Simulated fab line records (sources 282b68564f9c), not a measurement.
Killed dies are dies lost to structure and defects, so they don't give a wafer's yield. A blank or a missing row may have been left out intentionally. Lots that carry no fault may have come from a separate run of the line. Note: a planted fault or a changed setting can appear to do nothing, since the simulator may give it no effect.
Code-filled problem report in 8D (eight disciplines) form :: flow rit-cmos :: the parts of the form that need people (team, actions taken, sign-off) are left out

== 1. PROBLEM STATEMENT ==
M1_AL_RS at RIT_M1_RS_MEAS_01 reads a mean of 0.0700 ohm/sq on 1 wafer of 1 lot; wafers without a fault read 0.0753 ohm/sq with a standard deviation of 0.00067. That is -7.9 standard deviations from the usual mean.
The step: measures by four-point-probe.
Seen first at day 5 18:40 on film-metro-04, wafer L873.5. The record has a number at this step for 39 wafers belonging to 13 lots. Rule for "out", or "out of limits": more than 4 standard deviations from the usual mean. All remaining wafers that have a number are taken as sound.

== 2. WHAT IT IS, AND WHAT IT ISN'T ==
question: which readings at this step
is: M1_AL_RS
is not: -

question: which lots
is: L873
is not: L862, L863, L864, L867, L869, L874, L875, L877, L879, L880, L882, L885

question: which wafers of those lots
is: L873.5
is not: L873.2, L873.6

question: read on which gauges
is: film-metro-04
is not: film-metro-02, film-metro-03

question: when
is: from day 5 18:40
is not: up to then (17 sound wafers); but 21 sound wafers of L874, L875, L877, L879, L880, L882, L885 came after

== 3. WHAT RULES OUT EACH SUSPECT ==
Counting: if a tool at a process step up to the reading ran every lot that is out, it stays a suspect. Sound lots after the first of them don't rule it out here, since some wafers of a struck lot are sound.
- the gauge at RIT_M1_RS_MEAS_01: kept. All the wafers that are out were read on film-metro-04, and no step on other tools shows them out.
- pvd-sputter-03 at RIT_M1_SPUTTER_00 (material Al, target thk 400 nm, time 500 s): kept. It ran the lot that is out, L873 (day 5 18:21); its last sound lot up to then is L864 (day 3 16:59).
Left after counting: pvd-sputter-03 at RIT_M1_SPUTTER_00, film-metro-04 at RIT_M1_RS_MEAS_01.

== 4. THE CAUSE (what the simulator had put in) ==
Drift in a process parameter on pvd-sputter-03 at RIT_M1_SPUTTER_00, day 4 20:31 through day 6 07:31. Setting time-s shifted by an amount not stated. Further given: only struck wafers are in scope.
Counting left 2 suspects, and this tool is among them.

== 5. SEQUENCE OF EFFECTS, ordered by route ==
Rows list readings where the struck wafers' mean (over those with a number) sits beyond 3 standard deviations from the usual. Only readings whose record carries a usual standard deviation are examined. hours: median over the lots of the time between each lot's start at the first step of this table that gives one and its start at this step. sigmas: the change, counted in usual standard deviations.
hours: 0
step: RIT_M1_RS_MEAS_01
reading: M1_AL_RS
usual: 0.0753 ohm/sq
on struck wafers: 0.0700
change: -0.0053
sigmas: -7.9

hours: 0
step: RIT_M1_THK_MEAS_02
reading: M1_AL_THK
usual: 385 nm
on struck wafers: 412
change: +27
sigmas: +5.6

hours: 2
step: RIT_M1_METAL_ETCH_12
reading: oes-product-au
usual: 0.764 a.u.
on struck wafers: 0.790
change: +0.026
sigmas: +3.1
Process steps it contains:
- RIT_M1_METAL_ETCH_12: etches Al in Cl2/BCl3, stops on SiO2, time 165 s, target depth 600 nm.

== 6. HOW IT WOULD HAVE BEEN CAUGHT EARLIER ==
Counted from the fault's start at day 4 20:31, it took 22 hours until the first out-of-limits reading at a measuring or inspecting step in this record, taken at day 5 18:40.
No tool reading at RIT_M1_SPUTTER_00 that has a usual standard deviation in the record was out on any struck wafer, so an alarm limit of 4 standard deviations on those readings would not have fired.
Each of the lots that are out, 1 in all, had begun RIT_M1_SPUTTER_00 on pvd-sputter-03 no later than day 5 18:40. Holding the tool at that point would not have protected any of them.
